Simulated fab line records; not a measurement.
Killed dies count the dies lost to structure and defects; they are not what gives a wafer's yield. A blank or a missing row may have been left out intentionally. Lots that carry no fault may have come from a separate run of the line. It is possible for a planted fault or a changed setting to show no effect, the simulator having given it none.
A lot that was struck, set against a sound lot | flow rit-cmos | 44 steps out of a route of 202
Sound: these wafers, L568.1, L568.4, L568.5. Wafers struck: L573.2, L573.3, L573.5. The cause is given at the end.
For every step that has rows: the tool of each side, followed by ch and its chambers, followed by its first start. Under that, the readings that differ: sound wafers | struck wafers | difference of the means | sigmas: that difference in standard deviations of wafers without a fault.
alike: readings with means less than 2 such deviations apart, plus words and numbers identical on both sides. not compared: withheld readings, readings lacking a value on some wafer, bounds such as >300 that could conceal the same value, and numbers that have no deviation in the record and whose values overlap.
A row with sigmas, a row that says differs or no value, or rows on one side alone: a step with any of these is where the two part. Numbers that don't overlap but have no deviation are shown without sigmas and don't part them. A reading that every wafer of one side lacks parts them only if that side has two wafers or more.

first, 2 steps without rows for these wafers: RIT_NLDD_HARDBAKE_07 (time 60 s); RIT_NLDD_IMPLANT_08.
RIT_NLDD_STRIP_09: strips in O2, time 180 s.
  sound on plasma-asher-03 ch 0,1, day 4 06:23; struck on plasma-asher-03 ch 0,1, day 5 03:38
  alike: drypump-motor-current-A
  not compared: rf-hours-counter-h
RIT_NLDD_TW_MEAS_10:
  sound on film-metro-02 at day 4 06:33; struck on film-metro-04 at day 5 03:49
  alike: NLDD_TW
then, 6 steps without rows for these wafers: RIT_PLDD_HMDS_00 (prime time 60 s); RIT_PLDD_COAT_01 (resist thk 1000 nm); RIT_PLDD_SOFTBAKE_02 (time 60 s); RIT_PLDD_EXPOSE_03 (exposes mask M8, target cd 40900 nm); RIT_PLDD_PEB_04; RIT_PLDD_DEVELOP_05 (develop time 50 s).
RIT_PLDD_OVL_MEAS_06:
  sound on overlay-02 at day 4 07:40; struck on overlay-01 at day 5 04:43
  alike: PLDD_OVL
then, 1 step without rows for these wafers: RIT_PLDD_HARDBAKE_07 (time 60 s).
RIT_PLDD_IMPLANT_08:
  sound on implanter-02 ch 0, day 4 07:52; struck on implanter-02 ch 0, day 5 05:14
  alike: tilt-deg
RIT_PLDD_STRIP_09: strips in O2, time 180 s.
  sound on plasma-asher-01 ch 0,1, day 4 08:01; struck on plasma-asher-01 ch 0,1, day 5 05:22
  alike: drypump-motor-current-A
  not compared: rf-hours-counter-h
RIT_PLDD_TW_MEAS_10:
  sound on film-metro-02 at day 4 08:11; struck on film-metro-04 at day 5 05:33
  reading | sound          | struck         | difference | sigmas
  PLDD_TW | 2337 2343 2354 | 2743 2748 2756 | +404       | +44
then, 4 steps without rows for these wafers: RIT_SPACER_CLEAN_00 (cleans in SC1, time 600 s); RIT_SPACER_CLEAN_01 (cleans in dHF, time 30 s); RIT_SPACER_CLEAN_02 (cleans in SC2, time 600 s); RIT_SPACER_CVD_03 (deposits Si3N4 from SiH2Cl2/NH3, target thk 250 nm, time 3300 s).
RIT_SPACER_THK_MEAS_04:
  sound on film-metro-03 at day 4 10:37; struck on film-metro-03 at day 5 10:29
  reading                 | sound             | struck            | difference | sigmas
  SPACER_NITRIDE_THK (nm) | 242.6 242.0 244.9 | 249.2 249.7 249.2 | +6.2       | +3
RIT_SPACER_ETCHBACK_05: etches Si3N4 in SF6/CHF3, stops on SiO2, target depth 250 nm, time 240 s.
  sound on rie-diel-01 ch 0,1,3, day 4 10:41; struck on rie-diel-03 ch 0,3, day 5 10:32
  alike: drypump-motor-current-A, oes-product-au, throttle-valve-pct
  not compared: rf-hours-counter-h
then, 6 steps without rows for these wafers: RIT_NSD_HMDS_00 (prime time 60 s); RIT_NSD_COAT_01 (resist thk 1000 nm); RIT_NSD_SOFTBAKE_02 (time 60 s); RIT_NSD_EXPOSE_03 (exposes mask M9, target cd 40700 nm); RIT_NSD_PEB_04; RIT_NSD_DEVELOP_05 (develop time 50 s).
RIT_NSD_OVL_MEAS_06:
  sound on overlay-02 at day 4 11:46; struck on overlay-01 at day 5 11:43
  alike: NSD_OVL
then, 2 steps without rows for these wafers: RIT_NSD_HARDBAKE_07 (time 60 s); RIT_NSD_IMPLANT_08.
RIT_NSD_STRIP_09: strips in O2, time 180 s.
  sound on plasma-asher-01 ch 0, day 4 12:05; struck on plasma-asher-03 ch 0,1, day 5 19:24
  alike: drypump-motor-current-A
  not compared: rf-hours-counter-h
RIT_NSD_TW_MEAS_10:
  sound on film-metro-04 at day 4 12:16; struck on film-metro-03 at day 5 19:35
  alike: NSD_TW
then, 6 steps without rows for these wafers: RIT_PSD_HMDS_00 (prime time 60 s); RIT_PSD_COAT_01 (resist thk 992 nm); RIT_PSD_SOFTBAKE_02 (time 60 s); RIT_PSD_EXPOSE_03 (exposes mask M10, target cd 40900 nm); RIT_PSD_PEB_04; RIT_PSD_DEVELOP_05 (develop time 50 s).
RIT_PSD_OVL_MEAS_06:
  sound on overlay-01 at day 4 13:18; struck on overlay-01 at day 5 20:30
  alike: PSD_OVL
then, 2 steps without rows for these wafers: RIT_PSD_HARDBAKE_07 (time 60 s); RIT_PSD_IMPLANT_08.
RIT_PSD_STRIP_09: strips in O2, time 180 s.
  sound on plasma-asher-03 ch 0,1, day 4 13:38; struck on plasma-asher-02 ch 0,1, day 5 20:50
  alike: drypump-motor-current-A
  not compared: rf-hours-counter-h
RIT_SDANNEAL_RS_MEAS_06: a four-point-probe measurement.
  sound on film-metro-02 at day 4 14:32; struck on film-metro-03 at day 5 21:45
  reading          | sound             | struck            | difference | sigmas
  PLDD_RS (ohm/sq) | 176.3 176.8 176.6 | 151.6 151.0 152.1 | -25.0      | -52
RIT_M1_PROBE_99:
  rows exist in the record for the sound wafers here (prober-02, day 4 23:19), none for the struck ones

WHERE THEY PART
Last at RIT_M1_PROBE_99 as far as this record goes, first at RIT_PLDD_TW_MEAS_10.

WHY: what had been put in by the simulator
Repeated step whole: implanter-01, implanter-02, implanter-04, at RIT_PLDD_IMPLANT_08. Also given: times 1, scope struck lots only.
